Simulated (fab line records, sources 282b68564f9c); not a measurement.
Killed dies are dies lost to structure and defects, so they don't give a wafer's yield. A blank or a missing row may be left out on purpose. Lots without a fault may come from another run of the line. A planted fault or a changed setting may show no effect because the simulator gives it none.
Problem report in the 8D (eight disciplines) form, filled by code | flow rit_cmos | the parts of the form that need people (team, actions taken, sign-off) are left out

1. THE PROBLEM
spin_speed_rpm at RIT_GATE_COAT_11 reads a mean of 4465 rpm on 6 wafers of 2 lots; wafers without a fault read 4250 rpm with a standard deviation of 3.3. That is +65 standard deviations from the usual mean.
The step: resist thk 850 nm.
First seen on wafer L135.2, day 6 03:53, on litho_track-04. The record holds 18 wafers of 6 lots with a number at this step. Rule for "out", or "out of limits": more than 4 standard deviations from the usual mean. The other wafers with a number count as sound.

2. WHAT IT IS AND WHAT IT IS NOT
question                    | is                     | is not
which readings at this step | spin_speed_rpm         | -
which lots                  | L135, L136             | L122, L124, L141, L143
which wafers of those lots  | all that have a number | -
read on which tools         | litho_track-04         | litho_track-01, litho_track-03
when                        | from day 6 03:53       | up to then (6 sound wafers); but 6 sound wafers of L141, L143 came after

3. SUSPECTS, AND WHAT RULES EACH OUT
Counting: a tool at a process step up to the reading stays a suspect if it ran every lot that is out and no sound lot after the first of them.
- litho_track-04 at RIT_GATE_COAT_11 (resist thk 850 nm): kept. It ran every lot that is out, first L135 (day 6 03:53), and no sound lot after that; its last sound lot up to then is L124 (day 3 11:43). Its own readings are out on those wafers: spin_speed_rpm.
Left after counting: litho_track-04 at RIT_GATE_COAT_11.

4. THE CAUSE (what the simulator had put in)
Process parameter drift: litho_track-04, from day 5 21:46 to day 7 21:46, at RIT_GATE_COAT_11. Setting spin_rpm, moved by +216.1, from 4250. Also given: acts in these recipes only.
Counting left only this tool.

5. THE CHAIN OF EFFECTS, in route order
Each row: a reading whose mean over the struck wafers that have a number lies more than 3 standard deviations from the usual. Only readings for which the record gives a usual standard deviation are gone through. hours: the time from each lot's start at the first step in this table that gives one to its start at this step, as a median over the lots. sigmas: the change in usual standard deviations.
hours | step             | reading        | usual    | on struck wafers | change | sigmas
0     | RIT_GATE_COAT_11 | spin_speed_rpm | 4250 rpm | 4465             | +215   | +65
The process steps in it:
- RIT_GATE_COAT_11: resist thk 850 nm.
Later measuring or inspecting steps at which every struck wafer that the step has a row for has a number for every such reading, and none has moved that far: RIT_GATE_CD_MEAS_16, RIT_GATE_OVL_MEAS_17.

6. WHAT WOULD HAVE CAUGHT IT SOONER
In this record the first reading out of limits was taken at day 6 03:53, 6 hours after the fault began at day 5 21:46.
